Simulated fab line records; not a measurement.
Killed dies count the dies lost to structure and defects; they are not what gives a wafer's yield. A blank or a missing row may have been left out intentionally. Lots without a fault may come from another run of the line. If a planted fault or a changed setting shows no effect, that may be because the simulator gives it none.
A struck lot beside a sound one    flow rit-cmos    17 out of 202 route steps
Sound: the wafers L607.3, L607.5, L607.6. The struck wafers were L611.3, L611.4, L611.6. The cause comes at the end.
Order at every step that has rows: each side's tool, ch and its chambers, its first start. Under that, the readings that differ: sound wafers    struck wafers    difference of the means    sigmas: that difference in standard deviations of wafers without a fault.
alike: words and numbers the same on both sides, and readings whose means are apart by under 2 such deviations; not compared: readings that were withheld, readings missing a value for some wafer, numbers with overlapping values and no deviation given by the record, and bounds like >300 which may hide the same value.
The two part at a step that has a row with sigmas, a row that says differs or no value, or rows on one side only. Numbers that have no deviation but don't overlap get no sigmas and don't part them. A reading missing from all wafers of one side parts the sides only when that side holds two or more wafers.

first, 1 step without rows for these wafers: RIT_PSD_IMPLANT_08.
RIT_PSD_STRIP_09: strips in O2, time 180 s.
  sound on plasma-asher-01 ch 0,1, day 5 17:02; struck on plasma-asher-01 ch 0,1, day 6 14:41
  alike: chamber-pressure-mTorr, drypump-motor-current-A, rf-refl-power-W
  not compared: rf-hours-counter-h
RIT_PSD_TW_MEAS_10:
  sound on film-metro-02 at day 5 17:11; struck on film-metro-04 at day 6 14:50
  alike: PSD_TW
then, 3 steps without rows for these wafers: RIT_SDANNEAL_CLEAN_00 (cleans in SC1, time 600 s); RIT_SDANNEAL_CLEAN_01 (cleans in dHF, time 30 s); RIT_SDANNEAL_CLEAN_02 (cleans in SC2, time 600 s).
RIT_SDANNEAL_RTA_03: time 5 s.
  sound on rtp-anneal-02 ch 0, day 5 17:57; struck on rtp-anneal-02 ch 0, day 6 15:17
  alike: ramp-down-c-per-s, wafer_temp_C_max
RIT_SDANNEAL_RS_MEAS_04: a four-point-probe measurement.
  sound on film-metro-04 at day 5 18:02; struck on film-metro-03 at day 6 15:22
  alike: PSD_RS
RIT_SDANNEAL_RS_MEAS_05: a four-point-probe measurement.
  sound on film-metro-04 at day 5 18:09; struck on film-metro-03 at day 6 15:29
  alike: NSD_RS
RIT_SDANNEAL_RS_MEAS_06: a four-point-probe measurement.
  sound on film-metro-04 at day 5 18:16; struck on film-metro-03 at day 6 15:36
  alike: PLDD_RS
RIT_SDANNEAL_RS_MEAS_07: a four-point-probe measurement.
  sound on film-metro-04 at day 5 18:23; struck on film-metro-03 at day 6 15:43
reading           sound              struck             difference  sigmas
NLDD_RS (ohm/sq)  152.7 151.7 152.5  151.0 151.5 151.2  -1.1        -2
then, 1 step without rows for these wafers: RIT_SILICIDE_WET_ETCH_00 (etches SiO2 in BOE, target depth 14 nm, time 15 s).
RIT_SILICIDE_SPUTTER_01: material Ti, target thk 30 nm, time 240 s.
  sound on pvd-sputter-01 at day 5 18:29; struck on pvd-sputter-01 at day 6 15:49
reading                                      sound            struck             difference  sigmas
model.Ti_of_SILICIDE_SPUTTER_01.thk-nm (nm)  30.78 30.4 30.6  8.684 8.867 9.201  -21.676     
  alike: throttle-valve-pct
RIT_SILICIDE_RS_MEAS_02: a four-point-probe measurement.
  sound on film-metro-02 at day 5 18:40; struck on film-metro-04 at day 6 16:01
reading                  sound           struck             difference  sigmas
SILICIDE_TI_RS (ohm/sq)  46.3 47.2 46.8  242.9 235.8 224.5  +187.6      +99 or more
RIT_SILICIDE_THK_MEAS_03: measures by xrf.
  sound on film-metro-02 at day 5 18:46; struck on film-metro-04 at day 6 16:07
reading               sound           struck       difference  sigmas
SILICIDE_TI_THK (nm)  30.4 29.9 30.3  8.7 8.9 9.2  -21.3       -53
RIT_SILICIDE_RTA_04: time 10 s, ramp up 5 s, ramp down 5 s.
  sound on rtp-anneal-01 ch 0, day 5 18:50; struck on rtp-anneal-01 ch 0, day 6 16:10
  alike: wafer_temp_C_max
RIT_M1_PROBE_99:
  sound on prober-02 at day 6 02:04; struck on prober-02 at day 6 22:59
reading                               sound              struck             difference  sigmas
model.etest.npoly-line.line-ohm-um    168.6 169.5 166.3  452.5 440.8 420.6  +269.8      
model.etest.ppoly-line.line-ohm-um    163.8 160.8 160.7  394.1 390.9 380.5  +226.7      
model.etest.npoly-line.rs-ohm-sq      16.8 16.89 16.66   54.74 54.18 52.43  +37.00      
model.etest.ppoly-line.rs-ohm-sq      16.29 16.43 16.35  49.38 48.17 46.77  +31.75      
model.etest.ppoly-line.width-nm (nm)  100.2 99.56 102.3  124.5 123.5 122.5  +22.8       
model.etest.npoly-line.width-nm (nm)  99.28 98.52 101    124.2 122.7 121.8  +23.3       
model.etest.npoly-sal.rs-ohm-sq       4.236 4.301 4.25   16.81 16.46 15.81  +12.10      
model.etest.ppoly-sal.rs-ohm-sq       4.186 4.274 4.248  16.22 15.87 15.29  +11.56      
  alike: killed_at_M0_to_M3, killed-at-contacts, killed-at-front-end, killed-dies, killed-open, killed-short

== WHERE THEY PART ==
Earliest at RIT_SDANNEAL_RS_MEAS_07; latest, in this record, at RIT_SILICIDE_THK_MEAS_03. Later steps at which nothing parts them and some readings are alike: RIT_SILICIDE_RTA_04, RIT_M1_PROBE_99.

WHY: what the simulator had put in
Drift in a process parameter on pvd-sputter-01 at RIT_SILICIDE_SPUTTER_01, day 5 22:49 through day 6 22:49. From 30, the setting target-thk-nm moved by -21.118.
